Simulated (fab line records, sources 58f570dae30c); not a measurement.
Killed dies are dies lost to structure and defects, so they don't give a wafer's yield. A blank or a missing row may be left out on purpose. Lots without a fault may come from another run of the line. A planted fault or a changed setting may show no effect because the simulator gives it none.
Tool commonality check | flow berkeley_cmos170 | 14 lots, 42 wafers sampled

WHY IT WAS OPENED
At UCB170_M2_CD_MEAS_90 the reading cd_nm is flagged on 2 of 14 lots. Wafers without a fault read 701.1 nm, standard deviation 2.6.
Rule: a lot is flagged when every wafer of it that has a number lies more than 4 standard deviations from that mean, or none has a number. The other lots count as sound.

lot  | measured     | on        | cd_nm (nm), wafer by wafer | flag
L385 | day 8 17:40  | cd_sem-01 | 703.5 702.5 700.8          |
L388 | day 9 00:46  | cd_sem-02 | 699.7 702.1 702.5          |
L389 | day 9 01:38  | cd_sem-01 | 703.1 703.1 701.5          |
L387 | day 9 02:23  | cd_sem-01 | 703.0 703.3 700.1          |
L391 | day 9 19:47  | cd_sem-01 | 695.9 698.7 697.9          |
L390 | day 9 20:54  | cd_sem-02 | 700.4 702.4 705.7          |
L392 | day 9 21:10  | cd_sem-02 | 701.9 701.5 703.8          |
L397 | day 10 20:22 | cd_sem-01 | 678.7 681.7 681.2          | FLAGGED
L401 | day 11 17:59 | cd_sem-02 | 681.1 680.1 681.7          | FLAGGED
L402 | day 12 08:58 | cd_sem-02 | 698.2 697.8 701.9          |
L404 | day 12 09:26 | cd_sem-01 | 693.5 694.9 699.6          |
L408 | day 12 23:03 | cd_sem-01 | 701.6 697.8 700.6          |
L405 | day 13 00:44 | cd_sem-02 | 704.2 703.8 704.5          |
L407 | day 13 15:23 | cd_sem-02 | 698.4 701.1 701.1          |
The numbers of the flagged lots are 680.8 nm on average: -20.4 nm against the usual, or -8 standard deviations.

WHICH TOOL RAN EACH LOT
The record holds 4 process steps before the reading, out of a route of 331 steps. In each cell: the tool, then ch and the chambers that the sampled wafers went through, then the start.
lot  | flag    | UCB170_BACKSIDE_STRIP_03             | UCB170_SILICIDE_SPUTTER_01   | UCB170_M2_METAL_ETCH_18           | UCB170_M2_STRIP_19
L385 |         | plasma_asher-03 ch 0,1, day 8 01:55  | pvd_sputter-03, day 8 02:52  | rie_metal-04 ch 0,1, day 8 17:23  | plasma_asher-01 ch 0,1, day 8 17:34
L388 |         | plasma_asher-04 ch 0,1, day 8 08:22  | pvd_sputter-03, day 8 09:19  | rie_metal-03 ch 0,1, day 9 00:29  | plasma_asher-03 ch 0,1, day 9 00:40
L389 |         | plasma_asher-01 ch 0,1, day 8 08:49  | pvd_sputter-02, day 8 09:46  | rie_metal-04 ch 0,1, day 9 01:20  | plasma_asher-01 ch 1, day 9 01:32
L387 |         | plasma_asher-04 ch 0,1, day 8 08:53  | pvd_sputter-03, day 8 09:49  | rie_metal-02 ch 0,1, day 9 02:06  | plasma_asher-03 ch 0,1, day 9 02:17
L391 |         | plasma_asher-04 ch 0,1, day 9 04:32  | pvd_sputter-01, day 9 05:29  | rie_metal-03 ch 0,1, day 9 19:28  | plasma_asher-01 ch 0,1, day 9 19:40
L390 |         | plasma_asher-01 ch 1, day 9 04:59    | pvd_sputter-03, day 9 05:56  | rie_metal-04 ch 0,1, day 9 20:35  | plasma_asher-01 ch 0,1, day 9 20:47
L392 |         | plasma_asher-04 ch 0,1, day 9 05:12  | pvd_sputter-02, day 9 06:10  | rie_metal-02 ch 0,1, day 9 20:52  | plasma_asher-04 ch 0,1, day 9 21:04
L397 | FLAGGED | plasma_asher-01 ch 0,1, day 10 05:05 | pvd_sputter-02, day 10 05:59 | rie_metal-04 ch 0,1, day 10 20:05 | plasma_asher-04 ch 0,1, day 10 20:15
L401 | FLAGGED | plasma_asher-01 ch 0,1, day 11 01:40 | pvd_sputter-03, day 11 02:41 | rie_metal-04 ch 1, day 11 17:40   | plasma_asher-04 ch 0,1, day 11 17:52
L402 |         | plasma_asher-03 ch 0,1, day 11 15:14 | pvd_sputter-01, day 11 16:16 | rie_metal-02 ch 0,1, day 12 08:40 | plasma_asher-04 ch 0,1, day 12 08:52
L404 |         | plasma_asher-03 ch 0,1, day 11 15:41 | pvd_sputter-02, day 11 16:38 | rie_metal-03 ch 0,1, day 12 09:07 | plasma_asher-03 ch 0, day 12 09:19
L408 |         | plasma_asher-04 ch 0,1, day 12 07:41 | pvd_sputter-02, day 12 08:37 | rie_metal-03 ch 0,1, day 12 22:46 | plasma_asher-03 ch 0,1, day 12 22:57
L405 |         | plasma_asher-01 ch 0,1, day 12 08:08 | pvd_sputter-03, day 12 09:05 | rie_metal-02 ch 0,1, day 13 00:28 | plasma_asher-03 ch 0,1, day 13 00:38
L407 |         | plasma_asher-01 ch 0,1, day 12 21:53 | pvd_sputter-02, day 12 22:50 | rie_metal-03 ch 0, day 13 15:05   | plasma_asher-01 ch 0,1, day 13 15:17
What these steps do:
- UCB170_BACKSIDE_STRIP_03: strips in O2.
- UCB170_SILICIDE_SPUTTER_01: material Ti, target thk 30 nm, time 25 s.
- UCB170_M2_METAL_ETCH_18: etches Al in Cl2/BCl3, stops on SiO2, target depth 1170 nm, time 195 s.
- UCB170_M2_STRIP_19: strips in O2.
- UCB170_M2_CD_MEAS_90: target cd 700 nm.

FLAGGED OVER TOTAL, TOOL BY TOOL (the gauges that took the reading come last)
step                       | tool            | lots run | flagged | share of the flagged lots | sound lots run after its first flagged lot
UCB170_BACKSIDE_STRIP_03   | plasma_asher-01 | 6        | 2       | all                       | 2 (L405,L407)
UCB170_BACKSIDE_STRIP_03   | plasma_asher-03 | 3        | 0       | none                      | -
UCB170_BACKSIDE_STRIP_03   | plasma_asher-04 | 5        | 0       | none                      | -
UCB170_SILICIDE_SPUTTER_01 | pvd_sputter-01  | 2        | 0       | none                      | -
UCB170_SILICIDE_SPUTTER_01 | pvd_sputter-02  | 6        | 1       | some                      | 3 (L404,L408,L407)
UCB170_SILICIDE_SPUTTER_01 | pvd_sputter-03  | 6        | 1       | some                      | 1 (L405)
UCB170_M2_METAL_ETCH_18    | rie_metal-02    | 4        | 0       | none                      | -
UCB170_M2_METAL_ETCH_18    | rie_metal-03    | 5        | 0       | none                      | -
UCB170_M2_METAL_ETCH_18    | rie_metal-04    | 5        | 2       | all                       | 0
UCB170_M2_STRIP_19         | plasma_asher-01 | 5        | 0       | none                      | -
UCB170_M2_STRIP_19         | plasma_asher-03 | 5        | 0       | none                      | -
UCB170_M2_STRIP_19         | plasma_asher-04 | 4        | 2       | all                       | 1 (L402)
UCB170_M2_CD_MEAS_90       | cd_sem-01       | 7        | 1       | some                      | 2 (L404,L408)
UCB170_M2_CD_MEAS_90       | cd_sem-02       | 7        | 1       | some                      | 3 (L402,L405,L407)

WHAT THE TABLE ALLOWS
3 rows of the table ran every flagged lot: plasma_asher-01 at UCB170_BACKSIDE_STRIP_03, rie_metal-04 at UCB170_M2_METAL_ETCH_18, plasma_asher-04 at UCB170_M2_STRIP_19.
- plasma_asher-01 at UCB170_BACKSIDE_STRIP_03: 2 of its 6 lots flagged. Sound lots ran on it after the first flagged one (L405, L407), which a lasting fault on the whole tool wouldn't allow.
- rie_metal-04 at UCB170_M2_METAL_ETCH_18: 2 of its 5 lots flagged. Its last sound lot is L390 (day 9 20:35), its first flagged lot L397 (day 10 20:05): a fault that began between those two fits. Its own readings lie more than 4 standard deviations out on every wafer of the flagged lots: rf_fwd_power_W.
- plasma_asher-04 at UCB170_M2_STRIP_19: 2 of its 4 lots flagged. Sound lots ran on it after the first flagged one (L402), which a lasting fault on the whole tool wouldn't allow. Its own readings lie more than 4 standard deviations out on every wafer of the flagged lots: oes_product_au.
One tool is left: rie_metal-04 at UCB170_M2_METAL_ETCH_18.

WHAT THE SIMULATOR HAD PUT IN
Process parameter drift: rie_metal-04, from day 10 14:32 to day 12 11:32, at UCB170_M2_METAL_ETCH_18. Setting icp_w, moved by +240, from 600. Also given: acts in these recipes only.
Lots struck among those shown: L397, L401. The rule above found the same.
